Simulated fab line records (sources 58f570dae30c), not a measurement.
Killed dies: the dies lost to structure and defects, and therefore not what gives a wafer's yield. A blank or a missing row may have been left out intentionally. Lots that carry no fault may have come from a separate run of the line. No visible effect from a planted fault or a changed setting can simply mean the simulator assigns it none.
fab line records    flow berkeley_cmos170
record lots=15  wafers=45  last_day=12
route steps=331 shown FIELD@96 PSD@183 NSD@197 M3@327
lots that met no fault: from a run of the same line without faults
start_h: hours from the record's opening day to when the first of the lot's shown wafers began    wait_h: time in hours since the lot's previous step    " repeats the value in the row above    L1.1+2: one row covering several wafers at once    - no value, or no start was given    * or withheld: withheld    < > ~ a bound
route shown NAME@n: NAME is a module with steps in the file, n the number in the route of the first one    usual: mean/standard deviation of fault-free wafers    same: alike in all rows    chamber/n: place in a boat    sites: each site's reading    _std_site: the standard deviation of these    _edge_site: outer sites' mean less inner sites'    radius_mm: how far each site lies from the wafer's centre    mask NAME#n: copy n    behind: the tool/chamber that last shaped the wafer    hold: why the lot was held/for how many hours/how that ended    device: names the non-switching transistor (n, p or np)    end of line: tests of these same wafers at the route's end    where a step has no rows: the recipe by itself    killed: count of dies lost to structure and defects at first sort (not the wafer's yield)    map: per-die view of a wafer (x killed, . not killed, _ where there is no die)
set.NAME: the setting the step ran with; set.NAME@STEP: the setting that earlier step ran with    model.NAME: the simulator's own value behind a step, which no gauge read
steps of the route over a sample of lots; a table a step, a row a wafer
services: when a tool's chamber went out of use (start_h, in hours from the record's first day, below 0 if earlier), for how many hours, and the reason
## steps
# step UCB170_FIELD_THK_MEAS_90
# recipe reads=SiO2_of_FIELD_OXIDATION_01
# usual FIELD_OXIDE_LEFT_1_THK=446/11
lot.wafer  tool           chamber  start_h  wait_h  FIELD_OXIDE_LEFT_1_THK[nm]
L241.1     film_metro-01  -        90.66    0.0     419
L241.5     "              -        "        "       420
L241.6     "              -        "        "       429
L243.4     film_metro-03  -        112.98   0.0     450
L243.5     "              -        "        "       456
L243.6     "              -        "        "       449
L244.1     film_metro-04  -        122.90   0.0     437
L244.3     "              -        "        "       439
L244.4     "              -        "        "       430
L246.1     film_metro-04  -        126.91   0.0     465
L246.4     "              -        "        "       457
L246.6     "              -        "        "       460
L245.2     film_metro-03  -        126.92   0.0     461
L245.4     "              -        "        "       458
L245.5     "              -        "        "       459
L247.1     film_metro-04  -        131.12   0.0     448
L247.3     "              -        "        "       448
L247.6     "              -        "        "       455
L249.1     film_metro-01  -        139.79   0.0     455
L249.5     "              -        "        "       439
L249.6     "              -        "        "       450
L252.1     film_metro-01  -        154.99   0.0     434
L252.2     "              -        "        "       428
L252.6     "              -        "        "       432
L254.1     film_metro-04  -        171.13   0.0     447
L254.4     "              -        "        "       458
L254.5     "              -        "        "       464
L255.1     film_metro-03  -        171.13   0.0     433
L255.5     "              -        "        "       440
L255.6     "              -        "        "       439
L256.1     film_metro-01  -        171.13   0.0     457
L256.2     "              -        "        "       452
L256.6     "              -        "        "       454
L259.1     film_metro-04  -        186.41   0.0     430
L259.2     "              -        "        "       437
L259.3     "              -        "        "       442
L261.3     film_metro-03  -        186.49   0.1     439
L261.4     "              -        "        "       445
L261.5     "              -        "        "       433
L260.2     film_metro-01  -        186.74   0.0     440
L260.3     "              -        "        "       442
L260.5     "              -        "        "       435
L263.1     film_metro-03  -        204.56   0.0     445
L263.4     "              -        "        "       451
L263.5     "              -        "        "       453
# step UCB170_PSD_IMPLANT_08
# recipe species=B  dose_cm2=3e+15  energy_kev=20  tilt_deg=7
# usual beam_energy_keV=20.000/0.0058
lot.wafer  tool          chamber  start_h  wait_h  beam_energy_keV
L241.1     implanter-03  0        126.42   0.0     19.997
L241.5     "             0        "        "       19.991
L241.6     "             0        "        "       19.996
L243.4     implanter-02  0        152.56   0.1     20.002
L243.5     "             0        "        "       20.002
L243.6     "             0        "        "       20.012
L244.1     implanter-02  0        165.65   0.0     20.000
L244.3     "             0        "        "       19.991
L244.4     "             0        "        "       19.996
L245.2     implanter-04  0        165.93   0.0     19.991
L245.4     "             0        "        "       20.004
L245.5     "             0        "        "       20.001
L246.1     implanter-03  0        166.13   0.0     20.007
L246.4     "             0        "        "       20.005
L246.6     "             0        "        "       20.002
L247.1     implanter-03  0        175.39   0.0     20.007
L247.3     "             0        "        "       20.007
L247.6     "             0        "        "       19.993
L249.1     implanter-04  0        182.72   0.0     20.004
L249.5     "             0        "        "       20.006
L249.6     "             0        "        "       19.995
L252.1     implanter-03  0        198.06   0.0     20.000
L252.2     "             0        "        "       20.003
L252.6     "             0        "        "       19.997
L254.1     implanter-04  0        210.40   0.0     16.396
L254.4     "             0        "        "       16.395
L254.5     "             0        "        "       16.400
L256.1     implanter-04  0        210.55   0.1     16.395
L256.2     "             0        "        "       16.397
L256.6     "             0        "        "       16.397
L255.1     implanter-04  0        210.85   0.0     16.406
L255.5     "             0        "        "       16.406
L255.6     "             0        "        "       16.407
L260.2     implanter-03  0        224.58   0.0     19.998
L260.3     "             0        "        "       20.005
L260.5     "             0        "        "       19.993
L259.1     implanter-03  0        224.87   0.0     19.993
L259.2     "             0        "        "       20.002
L259.3     "             0        "        "       19.993
L261.3     implanter-03  0        228.03   0.1     20.003
L261.4     "             0        "        "       20.008
L261.5     "             0        "        "       20.000
L263.1     implanter-03  0        247.81   0.0     20.007
L263.4     "             0        "        "       20.003
L263.5     "             0        "        "       20.007
# step UCB170_PSD_STRIP_09
# recipe chemistry=O2  power_w=400  pressure_mtorr=3500  platen_temp_c=withheld  o2_flow_sccm=400  overash_fraction=0.5
# usual drypump_motor_current_A=5.4/0.51  oes_product_au=0.600/0.0041  strip_time_to_endpoint_s=29.38/0.079
lot.wafer  tool             chamber  start_h  wait_h  drypump_motor_current_A  oes_product_au  rf_hours_counter_h  strip_time_to_endpoint_s
L241.1     plasma_asher-02  1        126.57   0.1     6.0                      0.599           40                  29.53
L241.5     "                0        "        "       4.8                      0.603           -                   29.48
L241.6     "                1        "        "       6.0                      0.605           -                   29.50
L243.4     plasma_asher-04  0        152.67   0.1     5.6                      0.594           -                   29.45
L243.5     "                1        "        "       6.1                      0.605           -                   29.37
L243.6     "                0        "        "       5.6                      0.598           -                   29.41
L244.1     plasma_asher-04  1        165.80   0.1     6.1                      0.603           41                  29.33
L244.3     "                1        "        "       6.1                      0.607           -                   29.31
L244.4     "                0        "        "       5.6                      0.601           -                   29.37
L245.2     plasma_asher-02  1        166.06   0.1     6.0                      0.600           44                  29.53
L245.4     "                1        "        "       6.0                      0.601           -                   29.37
L245.5     "                1        "        "       6.0                      0.602           -                   29.49
L246.1     plasma_asher-01  1        166.28   0.1     5.7                      0.596           1                   29.26
L246.4     "                0        "        "       5.0                      0.595           -                   29.26
L246.6     "                1        "        "       5.7                      0.597           -                   29.24
L247.1     plasma_asher-02  1        175.54   0.1     6.0                      0.602           46                  29.44
L247.3     "                1        "        "       6.0                      0.602           -                   29.39
L247.6     "                0        "        "       4.8                      0.596           -                   29.32
L249.1     plasma_asher-04  1        182.87   0.1     6.1                      0.606           43                  29.42
L249.5     "                1        "        "       6.1                      0.601           -                   29.36
L249.6     "                0        "        "       5.6                      0.601           -                   29.47
L252.1     plasma_asher-01  1        198.21   0.1     5.7                      0.603           5                   29.33
L252.2     "                0        "        "       5.0                      0.600           5                   29.33
L252.6     "                1        "        "       5.7                      0.607           -                   29.35
L254.1     plasma_asher-02  0        210.55   0.1     4.8                      0.617           50                  27.78
L254.4     "                1        "        "       6.0                      0.614           -                   27.79
L254.5     "                1        "        "       6.0                      0.620           -                   27.80
L256.1     plasma_asher-01  0        210.70   0.1     5.0                      0.626           7                   27.85
L256.2     "                1        "        "       5.7                      0.626           7                   27.86
L256.6     "                1        "        "       5.7                      0.616           -                   27.96
L255.1     plasma_asher-01  0        211.00   0.1     5.0                      0.625           7                   27.77
L255.5     "                1        "        "       5.7                      0.627           -                   27.82
L255.6     "                0        "        "       5.0                      0.630           -                   27.83
L260.2     plasma_asher-02  0        224.71   0.1     4.8                      0.598           52                  29.29
L260.3     "                0        "        "       4.8                      0.602           -                   29.24
L260.5     "                0        "        "       4.8                      0.603           -                   29.41
L259.1     plasma_asher-02  0        225.02   0.1     4.8                      0.597           53                  29.31
L259.2     "                1        "        "       6.0                      0.599           53                  29.31
L259.3     "                1        "        "       6.0                      0.606           -                   29.29
L261.3     plasma_asher-02  0        228.16   0.1     4.8                      0.596           -                   29.38
L261.4     "                1        "        "       6.0                      0.606           -                   29.31
L261.5     "                0        "        "       4.8                      0.599           -                   29.44
L263.1     plasma_asher-02  1        247.96   0.1     6.0                      0.599           56                  29.49
L263.4     "                0        "        "       4.8                      0.602           -                   29.46
L263.5     "                1        "        "       6.0                      0.598           -                   29.48
# step UCB170_PSD_TW_MEAS_10
# usual PSD_TW=2346/14
lot.wafer  tool           chamber  start_h  wait_h  PSD_TW
L241.1     film_metro-03  -        126.67   0.1     2344
L241.5     "              -        "        "       2353
L241.6     "              -        "        "       2348
L243.4     film_metro-02  -        152.76   0.1     2331
L243.5     "              -        "        "       2343
L243.6     "              -        "        "       2334
L244.1     film_metro-04  -        165.90   0.1     2336
L244.3     "              -        "        "       2355
L244.4     "              -        "        "       2353
L245.2     film_metro-02  -        166.17   0.1     2343
L245.4     "              -        "        "       2334
L245.5     "              -        "        "       2341
L246.1     film_metro-03  -        166.38   0.1     2322
L246.4     "              -        "        "       2334
L246.6     "              -        "        "       2328
L247.1     film_metro-02  -        175.64   0.1     2345
L247.3     "              -        "        "       2336
L247.6     "              -        "        "       2342
L249.1     film_metro-02  -        182.97   0.1     2347
L249.5     "              -        "        "       2344
L249.6     "              -        "        "       2348
L252.1     film_metro-02  -        198.31   0.1     2353
L252.2     "              -        "        "       2351
L252.6     "              -        "        "       2369
L254.1     film_metro-02  -        210.65   0.1     2260
L254.4     "              -        "        "       2256
L254.5     "              -        "        "       2246
L256.1     film_metro-04  -        210.80   0.1     2250
L256.2     "              -        "        "       2257
L256.6     "              -        "        "       2255
L255.1     film_metro-03  -        211.10   0.1     2228
L255.5     "              -        "        "       2230
L255.6     "              -        "        "       2234
L260.2     film_metro-04  -        224.82   0.1     2374
L260.3     "              -        "        "       2365
L260.5     "              -        "        "       2362
L259.1     film_metro-03  -        225.12   0.1     2320
L259.2     "              -        "        "       2326
L259.3     "              -        "        "       2312
L261.3     film_metro-03  -        228.25   0.1     2324
L261.4     "              -        "        "       2323
L261.5     "              -        "        "       2326
L263.1     film_metro-04  -        248.06   0.1     2350
L263.4     "              -        "        "       2351
L263.5     "              -        "        "       2346
# step UCB170_NSD_TW_MEAS_10
# usual NSD_TW=4223/23
lot.wafer  tool           chamber  start_h  wait_h  NSD_TW
L241.1     film_metro-02  -        130.29   0.1     4214
L241.5     "              -        "        "       4207
L241.6     "              -        "        "       4211
L243.4     film_metro-02  -        154.28   0.1     4217
L243.5     "              -        "        "       4205
L243.6     "              -        "        "       4236
L244.1     film_metro-04  -        167.73   0.1     4230
L244.3     "              -        "        "       4242
L244.4     "              -        "        "       4219
L245.2     film_metro-02  -        168.00   0.1     4211
L245.4     "              -        "        "       4218
L245.5     "              -        "        "       4176
L246.1     film_metro-04  -        168.83   0.1     4237
L246.4     "              -        "        "       4242
L246.6     "              -        "        "       4277
L247.1     film_metro-04  -        177.53   0.1     4222
L247.3     "              -        "        "       4244
L247.6     "              -        "        "       4225
L249.1     film_metro-02  -        185.08   0.1     4220
L249.5     "              -        "        "       4211
L249.6     "              -        "        "       4213
L252.1     film_metro-03  -        201.99   0.1     4192
L252.2     "              -        "        "       4165
L252.6     "              -        "        "       4206
L254.1     film_metro-04  -        213.10   0.1     4246
L254.4     "              -        "        "       4243
L254.5     "              -        "        "       4236
L256.1     film_metro-03  -        213.18   0.1     4189
L256.2     "              -        "        "       4206
L256.6     "              -        "        "       4210
L255.1     film_metro-04  -        213.33   0.1     4251
L255.5     "              -        "        "       4244
L255.6     "              -        "        "       4233
L260.2     film_metro-04  -        227.16   0.1     4266
L260.3     "              -        "        "       4274
L260.5     "              -        "        "       4269
L259.1     film_metro-02  -        227.39   0.1     4253
L259.2     "              -        "        "       4242
L259.3     "              -        "        "       4251
L261.3     film_metro-02  -        230.06   0.1     4246
L261.4     "              -        "        "       4253
L261.5     "              -        "        "       4232
L263.1     film_metro-03  -        250.73   0.1     4183
L263.4     "              -        "        "       4214
L263.5     "              -        "        "       4213
# step UCB170_SDANNEAL_RS_MEAS_02
# recipe thk_meas_gauge=four-point-probe
# usual PSD_RS=75.50/0.29
lot.wafer  tool           chamber  start_h  wait_h  PSD_RS[ohm/sq]
L241.1     film_metro-02  -        131.68   0.0     75.24
L241.5     "              -        "        "       75.06
L241.6     "              -        "        "       74.93
L243.4     film_metro-02  -        155.45   0.1     75.85
L243.5     "              -        "        "       75.75
L243.6     "              -        "        "       75.51
L244.1     film_metro-03  -        168.94   0.0     75.90
L244.3     "              -        "        "       75.85
L244.4     "              -        "        "       75.16
L245.2     film_metro-04  -        169.54   0.1     75.33
L245.4     "              -        "        "       75.10
L245.5     "              -        "        "       75.04
L246.1     film_metro-04  -        170.07   0.0     75.53
L246.4     "              -        "        "       75.74
L246.6     "              -        "        "       75.74
L247.1     film_metro-02  -        178.66   0.0     75.66
L247.3     "              -        "        "       75.76
L247.6     "              -        "        "       75.71
L249.1     film_metro-03  -        187.05   0.0     75.18
L249.5     "              -        "        "       75.41
L249.6     "              -        "        "       75.24
L252.1     film_metro-03  -        203.28   0.1     75.33
L252.2     "              -        "        "       75.12
L252.6     "              -        "        "       75.24
L254.1     film_metro-04  -        214.25   0.0     77.74
L254.4     "              -        "        "       77.48
L254.5     "              -        "        "       77.45
L255.1     film_metro-03  -        214.57   0.2     78.26
L255.5     "              -        "        "       78.40
L255.6     "              -        "        "       78.07
L256.1     film_metro-04  -        214.73   0.4     77.76
L256.2     "              -        "        "       77.93
L256.6     "              -        "        "       77.78
L260.2     film_metro-04  -        228.40   0.1     75.76
L260.3     "              -        "        "       75.79
L260.5     "              -        "        "       75.66
L259.1     film_metro-02  -        228.83   0.0     75.62
L259.2     "              -        "        "       75.67
L259.3     "              -        "        "       75.61
L261.3     film_metro-02  -        231.16   0.1     75.15
L261.4     "              -        "        "       75.10
L261.5     "              -        "        "       75.13
L263.1     film_metro-03  -        252.61   0.0     75.24
L263.4     "              -        "        "       75.56
L263.5     "              -        "        "       75.36
# step UCB170_M3_METAL_ETCH_18
# recipe chemistry=Cl2/BCl3  target=Al  stop_on=SiO2  pressure_mtorr=12  target_depth_a=11700  over_etch_frac=0.3  time_s=195  icp_w=600  bias_w=120  Cl2_flow_sccm=90  bcl3_flow_sccm=45
# usual drypump_motor_current_A=5.9/0.34  oes_product_au=0.855/0.011  throttle_valve_pct=24.33/0.26
lot.wafer  tool          chamber  start_h  wait_h  drypump_motor_current_A  oes_product_au  rf_hours_counter_h  throttle_valve_pct
L241.1     rie_metal-02  1        158.11   -       6.3                      0.863           3                   23.88
L241.5     "             1        "        "       6.2                      0.852           -                   23.88
L241.6     "             1        "        "       6.2                      0.867           -                   23.89
L243.4     rie_metal-02  1        181.09   -       6.2                      0.848           -                   23.90
L243.5     "             1        "        "       6.2                      0.853           -                   23.88
L243.6     "             0        "        "       5.7                      0.837           -                   24.32
L244.1     rie_metal-04  1        194.66   -       6.0                      0.854           9                   24.30
L244.3     "             0        "        "       5.6                      0.855           -                   24.54
L244.4     "             1        "        "       6.0                      0.846           -                   24.31
L246.1     rie_metal-01  0        195.62   -       5.4                      0.845           7                   24.38
L246.4     "             0        "        "       5.4                      0.847           -                   24.39
L246.6     "             1        "        "       6.2                      0.868           -                   24.67
L245.2     rie_metal-02  1        196.21   -       6.2                      0.860           4                   23.90
L245.4     "             0        "        "       5.7                      0.852           -                   24.32
L245.5     "             1        "        "       6.2                      0.850           -                   23.89
L247.1     rie_metal-04  1        202.13   -       6.0                      0.870           9                   24.30
L247.3     "             1        "        "       5.9                      0.848           -                   24.30
L247.6     "             0        "        "       5.6                      0.855           -                   24.53
L249.1     rie_metal-02  0        209.89   -       5.7                      0.849           2                   24.32
L249.5     "             1        "        "       6.3                      0.868           -                   23.88
L249.6     "             0        "        "       5.7                      0.846           -                   24.35
L252.1     rie_metal-02  1        228.56   -       6.3                      0.868           5                   23.90
L252.2     "             0        "        "       5.7                      0.853           3                   24.33
L252.6     "             1        "        "       6.3                      0.865           -                   23.88
L255.1     rie_metal-02  0        240.72   -       5.7                      0.847           3                   24.33
L255.5     "             0        "        "       5.7                      0.847           -                   24.32
L255.6     "             1        "        "       6.2                      0.848           -                   23.90
L256.1     rie_metal-04  0        240.87   -       5.6                      0.851           12                  24.56
L256.2     "             1        "        "       5.9                      0.854           11                  24.29
L256.6     "             0        "        "       5.6                      0.838           -                   24.56
L254.1     rie_metal-01  0        241.73   -       5.4                      0.850           9                   24.37
L254.4     "             0        "        "       5.4                      0.861           -                   24.37
L254.5     "             1        "        "       6.2                      0.868           -                   24.66
L260.2     rie_metal-04  1        252.14   -       6.0                      0.860           11                  24.32
L260.3     "             0        "        "       5.6                      0.858           -                   24.54
L260.5     "             1        "        "       6.0                      0.859           -                   24.30
L259.1     rie_metal-01  0        258.19   -       5.4                      0.829           9                   24.39
L259.2     "             1        "        "       6.2                      0.870           12                  24.66
L259.3     "             0        "        "       5.4                      0.853           -                   24.37
L261.3     rie_metal-02  1        258.55   -       6.2                      0.869           -                   23.89
L261.4     "             0        "        "       5.7                      0.852           -                   24.33
L261.5     "             0        "        "       5.7                      0.853           -                   24.33
L263.1     rie_metal-02  0        278.88   -       5.7                      0.856           4                   24.33
L263.4     "             0        "        "       5.7                      0.852           -                   24.33
L263.5     "             1        "        "       6.3                      0.860           -                   23.89
## services
tool             chamber  start_h  hours  kind
plasma_asher-01  -        104.86   2.8    pm
plasma_asher-01  -        108.75   9.0    pm
plasma_asher-01  -        112.35   39.4   repair
implanter-03     -        113.99   3.7    repair
implanter-03     -        121.81   2.3    pm
plasma_asher-01  -        127.63   1.2    repair
plasma_asher-01  -        133.06   0.8    repair
implanter-03     -        133.20   1.8    repair
rie_metal-02     0        156.15   9.1    repair
rie_metal-02     -        166.34   0.3    repair
implanter-04     -        167.95   2.5    repair
rie_metal-04     1        168.87   6.3    repair
rie_metal-02     -        169.22   1.4    pm
rie_metal-04     -        178.20   14.6   pm
rie_metal-04     0        207.06   2.7    repair
implanter-02     -        208.10   3.9    repair
implanter-03     -        210.08   3.6    repair
plasma_asher-04  -        211.67   28.1   pm
rie_metal-01     1        218.63   5.9    repair
implanter-04     -        223.13   2.2    repair
implanter-04     -        239.04   4.6    pm
implanter-04     -        247.72   1.0    repair
implanter-04     -        250.80   1.8    repair
plasma_asher-02  -        257.22   3.6    repair
## key
first_sign step=UCB170_PSD_IMPLANT_08  reading=beam_energy_keV  direction=down  sigmas=99+  usual=20.000  struck=16.400
effect step=UCB170_PSD_STRIP_09  reading=strip_time_to_endpoint_s  direction=down  sigmas=20  usual=*  struck=*
effect step=UCB170_PSD_TW_MEAS_10  reading=PSD_TW  direction=down  sigmas=7.3  usual=2346  struck=2246
effect step=UCB170_SDANNEAL_RS_MEAS_02  reading=PSD_RS  direction=up  sigmas=8.2  usual=75.50  struck=77.87
met_at UCB170_PSD_IMPLANT_08
struck_lots L254,L255,L256
tester_left_out L254,L255,L256
not_acting_at UCB170_FIELD_THK_MEAS_90,UCB170_NSD_TW_MEAS_10,UCB170_M3_METAL_ETCH_18
onset_between 182.72 210.40
fault kind=process_parameter_drift  tool=implanter-04  chamber=-  onset_h=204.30  steps=UCB170_PSD_IMPLANT_08  channel=energy_kev  offset=-3.6  shape=step  end_h=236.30  acts_in=these_recipes_only  stated=20
# tester_left_out: of these lots the tester's yield and bins aren't shown, on N5 and GAA mostly nor the transistor test; their killed dies are dies lost to structure and defects alone, not to doping, threshold or leakage, so they don't give the yield
